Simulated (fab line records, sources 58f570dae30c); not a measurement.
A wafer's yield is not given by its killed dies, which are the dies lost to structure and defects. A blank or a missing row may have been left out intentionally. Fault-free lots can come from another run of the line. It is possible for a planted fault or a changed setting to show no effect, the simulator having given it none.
Problem report in the 8D (eight disciplines) form, filled by code || flow berkeleyCmos170 || the parts of the form that need people (team, actions taken, sign-off) are left out

1. THE PROBLEM
cdNm at UCB170_M1_CD_MEAS_90 reads a mean of 687.4 nm on 2 wafers of 1 lot; wafers without a fault read 700.4 nm with a standard deviation of 2.2. Measured from the usual mean, that is -5.9 standard deviations.
The step: target cd 700 nm.
Earliest sighting: wafer L816.1 on cdSem-02 at day 10 15:34. The record has a number at this step for 39 wafers belonging to 13 lots. Rule for "out", or "out of limits": more than 4 standard deviations from the usual mean. The other wafers with a number count as sound.

2. WHAT IT IS, AND WHAT IT ISN'T
{"question": "which readings at this step", "is": "cdNm", "is not": "-"}
{"question": "which lots", "is": "L816", "is not": "L801, L802, L803, L805, L806, L810, L811, L814, L815, L821, L822, L824"}
{"question": "which wafers of those lots", "is": "L816.1, L816.4", "is not": "L816.6"}
{"question": "read on which gauges", "is": "cdSem-02", "is not": "cdSem-01"}
{"question": "when", "is": "from day 10 15:34", "is not": "up to then (25 sound wafers); but 12 sound wafers of L814, L821, L822, L824 came after"}

3. THE SUSPECTS, EACH WITH WHAT RULES IT OUT
Counting: if a tool at a process step up to the reading ran every lot that is out, it stays a suspect. Sound lots after the first of them don't rule it out here, since some wafers of a struck lot are sound.
- the gauge at UCB170_M1_CD_MEAS_90 has been ruled out. All the wafers that are out were read on cdSem-02, but those of them that UCB170_M1_METAL_ETCH_12 has rows for are out there too, on other tools.
- rieDiel-04 at UCB170_M1_ETCH_11 (etches BARC in N2/H2): kept. It ran the lot that is out, L816 (day 10 15:18); its last sound lot up to then is L805 (day 9 12:27).
- rieMetal-03 at UCB170_M1_METAL_ETCH_12 (etches Al in Cl2/BCl3, stops on PSG, target depth 780 nm, time 130 s): kept. It ran the lot that is out, L816 (day 10 15:20); its last sound lot up to then is L810 (day 10 02:12). On those wafers its own readings are out: oesProductAu.
- plasmaAsher-02 at UCB170_M1_STRIP_13 (strips in O2): kept. It ran the lot that is out, L816 (day 10 15:28); its last sound lot up to then is L815 (day 10 15:08). On those wafers its own readings are out: oesProductAu.
- Within rieDiel-04 at UCB170_M1_ETCH_11: the wafers that are out ran in chambers 2, 3; their sound lot-mates ran in chamber 0.
- At UCB170_M1_METAL_ETCH_12 on rieMetal-03, chamber 1 took the sound wafers of the same lots and chamber 0 took the wafers that are out.
The count leaves rieDiel-04 at UCB170_M1_ETCH_11, rieMetal-03 at UCB170_M1_METAL_ETCH_12, and plasmaAsher-02 at UCB170_M1_STRIP_13.

4. THE CAUSE (what the simulator had put in)
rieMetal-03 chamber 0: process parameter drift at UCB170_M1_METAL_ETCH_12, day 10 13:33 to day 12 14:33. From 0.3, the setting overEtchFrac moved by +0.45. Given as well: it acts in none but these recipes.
This tool is one of the 3 suspects left after counting.

5. SEQUENCE OF EFFECTS, ordered by route
One row per reading whose mean, taken over the struck wafers that have a number, lies over 3 standard deviations from the usual. Readings are gone through only where the record gives a usual standard deviation; hours: the median, over the lots, of the time from a lot's start at the first step in this table giving one to that lot's start at this step; sigmas: the change measured in usual standard deviations.
{"hours": 0, "step": "UCB170_M1_METAL_ETCH_12", "reading": "oesProductAu", "usual": "0.852 a.u.", "on struck wafers": 0.736, "change": -0.116, "sigmas": -9.7}
{"hours": 0, "step": "UCB170_M1_STRIP_13", "reading": "oesProductAu", "usual": "0.720 a.u.", "on struck wafers": 0.599, "change": -0.121, "sigmas": -26}
{"hours": 0, "step": "UCB170_M1_CD_MEAS_90", "reading": "cdNm", "usual": "700.4 nm", "on struck wafers": 687.4, "change": -13.0, "sigmas": -5.9}
Its process steps:
- UCB170_M1_METAL_ETCH_12: etches Al in Cl2/BCl3, stops on PSG, target depth 780 nm, time 130 s.
- UCB170_M1_STRIP_13: strips in O2.
Later steps that measure or inspect, where all struck wafers having a row at the step show a number for every such reading and not one has moved that far: UCB170_V1_THK_MEAS_01.

6. WHAT WOULD HAVE CAUGHT IT SOONER
In this record the first reading out of limits at a measuring or inspecting step was taken at day 10 15:34, 2 hours after the fault began at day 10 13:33.
At UCB170_M1_METAL_ETCH_12, the tool's own readings (oesProductAu) were out on each struck wafer the step has a row for, so an alarm limit on them would have fired on the first such wafer.
By day 10 15:34 the whole set of lots that are out, 1 in number, had already begun UCB170_M1_METAL_ETCH_12 on rieMetal-03. Had the tool been put on hold then, not one of them would have been saved.
